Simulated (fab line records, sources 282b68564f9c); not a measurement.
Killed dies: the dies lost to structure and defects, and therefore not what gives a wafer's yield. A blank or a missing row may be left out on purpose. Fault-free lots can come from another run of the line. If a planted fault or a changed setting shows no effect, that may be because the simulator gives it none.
Which tool is to blame?    flow rit-cmos    Sampling: 14 lots, 41 wafers, 3 of 202 route steps

## WHAT EACH GAUGE READ, for each wafer
RIT_M1_RS_MEAS_01: a four-point-probe measurement.
lot   measured     on             M1_AL_RS (ohm/sq)
L885  day 3 09:52  film-metro-03  0.0736 0.0737 0.0742
L886  day 3 20:29  film-metro-01  0.0736 0.0737 0.0735
L887  day 4 00:03  film-metro-03  0.0740 0.0737 0.0736
L888  day 4 02:59  film-metro-02  0.0734 0.0733 0.0733
L889  day 4 09:50  film-metro-01  0.0733 0.0738 0.0740
L891  day 4 18:39  film-metro-03  0.0749 0.0750 0.0741
L894  day 5 06:38  film-metro-01  0.1006 0.0737 0.0742 0.1006 0.0738 0.0741
L895  day 5 15:13  film-metro-02  0.0738 0.0736 0.1020 0.0740 0.0737 0.1020
L897  day 6 00:03  film-metro-01  0.1014 0.0735 0.1013 0.0735
L900  day 6 11:47  film-metro-03  0.0740 0.0728 0.0725
L901  day 6 15:06  film-metro-03  0.0735 0.0738 0.0735
L903  day 7 06:22  film-metro-01  0.0741 0.0733 0.0738
L905  day 7 16:35  film-metro-02  0.0734 0.0723 0.0727
L908  day 8 01:58  film-metro-03  0.0741 0.0737 0.0741

RIT_M1_THK_MEAS_02: measures by xrf.
lot   measured     on             M1_AL_THK (nm)
L885  day 3 09:59  film-metro-03  407 407 405
L886  day 3 20:36  film-metro-01  409 406 411
L887  day 4 00:10  film-metro-03  403 405 409
L888  day 4 03:05  film-metro-02  414 415 415
L889  day 4 09:57  film-metro-01  409 410 409
L891  day 4 18:46  film-metro-03  400 399 402
L894  day 5 09:08  film-metro-01  299 410 406 301 408 409
L895  day 5 17:56  film-metro-02  411 410 300 413 411 299
L897  day 6 07:50  film-metro-01  298 410 300 411
L900  day 6 11:55  film-metro-03  406 413 414
L901  day 6 15:13  film-metro-03  411 405 409
L903  day 7 06:29  film-metro-01  412 414 411
L905  day 7 16:42  film-metro-02  410 413 412
L908  day 8 02:05  film-metro-03  400 406 402

## WHICH TOOL RAN EACH LOT (tool, then ch and the chambers of the sampled wafers, then the start)
lot   RIT_M1_SPUTTER_00
L885  pvd-sputter-01, day 3 09:34
L886  pvd-sputter-02, day 3 20:11
L887  pvd-sputter-01, day 3 23:44
L888  pvd-sputter-02, day 4 02:40
L889  pvd-sputter-01, day 4 09:31
L891  pvd-sputter-01, day 4 18:22
L894  pvd-sputter-01, day 5 06:17
L895  pvd-sputter-01, day 5 14:55
L897  pvd-sputter-01, day 5 23:44
L900  pvd-sputter-02, day 6 11:30
L901  pvd-sputter-04, day 6 14:47
L903  pvd-sputter-02, day 7 06:04
L905  pvd-sputter-02, day 7 16:16
L908  pvd-sputter-04, day 8 01:40
- RIT_M1_SPUTTER_00: material Al, target thk 400 nm, time 500 s.

## AS READ BY THE TOOLS THEMSELVES (means over the sampled wafers that have a number; for cases with no such wafer, the mark the record gives instead)
RIT_M1_SPUTTER_00.
lot   tool            cathode-dc-power-W (W)  throttle-valve-pct (%)
L885  pvd-sputter-01  1999.7                  29.6
L886  pvd-sputter-02  1999.9                  28.9
L887  pvd-sputter-01  2000.5                  29.4
L888  pvd-sputter-02  1999.9                  29.4
L889  pvd-sputter-01  1999.8                  28.9
L891  pvd-sputter-01  2000.0                  29.6
L894  pvd-sputter-01  1999.9                  29.6
L895  pvd-sputter-01  2000.2                  30.0
L897  pvd-sputter-01  2000.2                  30.1
L900  pvd-sputter-02  2000.3                  28.7
L901  pvd-sputter-04  2000.0                  30.5
L903  pvd-sputter-02  2000.3                  29.5
L905  pvd-sputter-02  1999.7                  28.8
L908  pvd-sputter-04  1999.8                  30.1

## THE ANSWER, worked out from the rows above alone
Rule: the usual values come from the lots themselves. Put in order of their means at a reading, lots are off if they are a third of the lots or fewer, leave a main group of 4 or more, and stand apart from it by a gap of 3 or more times the standard deviation of the main group's means; of several such gaps the widest counts. If all means in a main group match to the digits the tables above print for the reading, that group is not used. Also off: a lot with no number at a reading for which 4 or more lots have one. The other lots that the step has rows for count as sound. After the gauges, taken in route order, come the tools' own readings; for these a lot's mean is taken, as printed above. The first step at which some lot is off is used, and at that step the reading that is off furthest; a lot without a number counts as furthest.
Off: at RIT_M1_RS_MEAS_01 (M1_AL_RS), L894, L895, L897. For the main group the mean is 0.0736 ohm/sq and the standard deviation 0.00046.
If a tool, at a process step before that reading, ran all the lots that are off and no sound lot after the first of them, it fits. Gauges at RIT_M1_RS_MEAS_01: tried the same way as those tools. One fits: RIT_M1_SPUTTER_00 on pvd-sputter-01. Its last sound lot is L891 (day 4 18:22), its first lot that is off L894 (day 5 06:17): a fault that began between those two fits.

## WHAT WAS PUT IN BY THE SIMULATOR
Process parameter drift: pvd-sputter-01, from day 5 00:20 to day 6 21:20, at RIT_M1_SPUTTER_00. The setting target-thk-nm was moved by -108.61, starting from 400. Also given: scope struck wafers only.
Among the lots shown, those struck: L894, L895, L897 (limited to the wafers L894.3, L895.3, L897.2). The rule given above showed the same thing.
